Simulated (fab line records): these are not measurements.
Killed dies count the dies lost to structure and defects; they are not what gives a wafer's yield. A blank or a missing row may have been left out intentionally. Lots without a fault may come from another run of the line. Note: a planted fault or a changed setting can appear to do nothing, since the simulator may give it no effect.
Which of the tools did it? -- flow rit_cmos -- 15 lots with 45 wafers sampled at 2 steps, on a route of 202 steps

== WHAT THE GAUGES READ, wafer by wafer ==
No reading from a measuring or inspecting step in the record can be judged against a usual standard deviation.

== WHICH TOOL RAN EACH LOT (tool, then ch and the chambers of the sampled wafers, then the start) ==
lot,RIT_SILICIDE_RTA_06,RIT_CONTACT_PEB_06
L728,"rtp_anneal-01 ch 0, day 3 21:00","litho_track-04 ch 0, day 3 21:56"
L730,"rtp_anneal-01 ch 0, day 4 21:43","litho_track-04 ch 0, day 4 22:29"
L731,"rtp_anneal-02 ch 0, day 4 21:47","litho_track-01 ch 0, day 4 22:35"
L735,"rtp_anneal-02 ch 0, day 5 18:47","litho_track-01 ch 0, day 6 00:04"
L736,"rtp_anneal-01 ch 0, day 5 19:15","litho_track-01 ch 0, day 6 00:27"
L737,"rtp_anneal-02 ch 0, day 5 19:16","litho_track-04 ch 0, day 6 00:34"
L739,"rtp_anneal-02 ch 0, day 6 10:04","litho_track-03, day 6 10:50"
L742,"rtp_anneal-02 ch 0, day 6 18:34","litho_track-01, day 6 19:43"
L740,"rtp_anneal-02 ch 0, day 6 19:01","litho_track-04, day 6 20:01"
L744,"rtp_anneal-02 ch 0, day 7 04:10","litho_track-04 ch 0, day 7 05:04"
L747,"rtp_anneal-02 ch 0, day 7 12:32","litho_track-03 ch 0, day 7 13:38"
L748,"rtp_anneal-01 ch 0, day 7 16:59","litho_track-04 ch 0, day 7 17:52"
L749,"rtp_anneal-02 ch 0, day 7 18:07","litho_track-03 ch 0, day 7 18:52"
L750,"rtp_anneal-01 ch 0, day 8 00:25","litho_track-03 ch 0, day 8 01:11"
L751,"rtp_anneal-02 ch 0, day 8 02:56","litho_track-04 ch 0, day 8 03:55"
- RIT_SILICIDE_RTA_06: time 10 s, ramp up 5 s, ramp down 10 s.
- RIT_CONTACT_PEB_06

== AS READ BY THE TOOLS THEMSELVES (means over the sampled wafers that have a number; for cases with no such wafer, the mark the record gives instead) ==
RIT_SILICIDE_RTA_06. Usual: 755.0 for wafer_temp_C_max, sd 0.94.
lot,tool,wafer_temp_C_max,flag
L728,rtp_anneal-01,755.0,
L730,rtp_anneal-01,754.3,
L731,rtp_anneal-02,755.8,
L735,rtp_anneal-02,754.5,
L736,rtp_anneal-01,755.1,
L737,rtp_anneal-02,755.1,
L739,rtp_anneal-02,755.5,
L742,rtp_anneal-02,755.3,
L740,rtp_anneal-02,755.1,
L744,rtp_anneal-02,754.2,
L747,rtp_anneal-02,756.0,
L748,rtp_anneal-01,753.9,
L749,rtp_anneal-02,754.5,
L750,rtp_anneal-01,754.8,
L751,rtp_anneal-02,755.2,

RIT_CONTACT_PEB_06. Usual: 45.0 Pa for exhaust_pa, sd 0.93.
lot,tool,exhaust_pa (Pa),flag
L728,litho_track-04,45.1,
L730,litho_track-04,44.8,
L731,litho_track-01,44.8,
L735,litho_track-01,45.1,
L736,litho_track-01,44.7,
L737,litho_track-04,45.2,
L739,litho_track-03,-,OFF
L742,litho_track-01,-,OFF
L740,litho_track-04,-,OFF
L744,litho_track-04,46.1,
L747,litho_track-03,43.9,
L748,litho_track-04,45.8,
L749,litho_track-03,44.8,
L750,litho_track-03,44.5,
L751,litho_track-04,45.3,

== THE ANSWER, worked out from the rows above alone ==
Rule: a lot counts as off when the mean over its wafers that have a number is more than 3 standard deviations away from the usual mean. Also off: a lot with no number at a reading for which 4 or more lots have one. The other lots that the step has rows for count as sound. Order of review: gauges by route order, followed by the tools' own readings, for which a lot's mean as printed above is used. The first step at which some lot is off is used, and at that step the reading that is off furthest; a lot without a number counts as furthest.
Off at RIT_CONTACT_PEB_06 (exhaust_pa): L739, L742, L740. Without a number there: L739, L742, L740.
If a tool, at that step or one of the process steps before it, ran each lot that is off and ran no sound lot following the first of them, it fits. None of those tried fits.

== WHAT THE SIMULATOR HAD INSERTED ==
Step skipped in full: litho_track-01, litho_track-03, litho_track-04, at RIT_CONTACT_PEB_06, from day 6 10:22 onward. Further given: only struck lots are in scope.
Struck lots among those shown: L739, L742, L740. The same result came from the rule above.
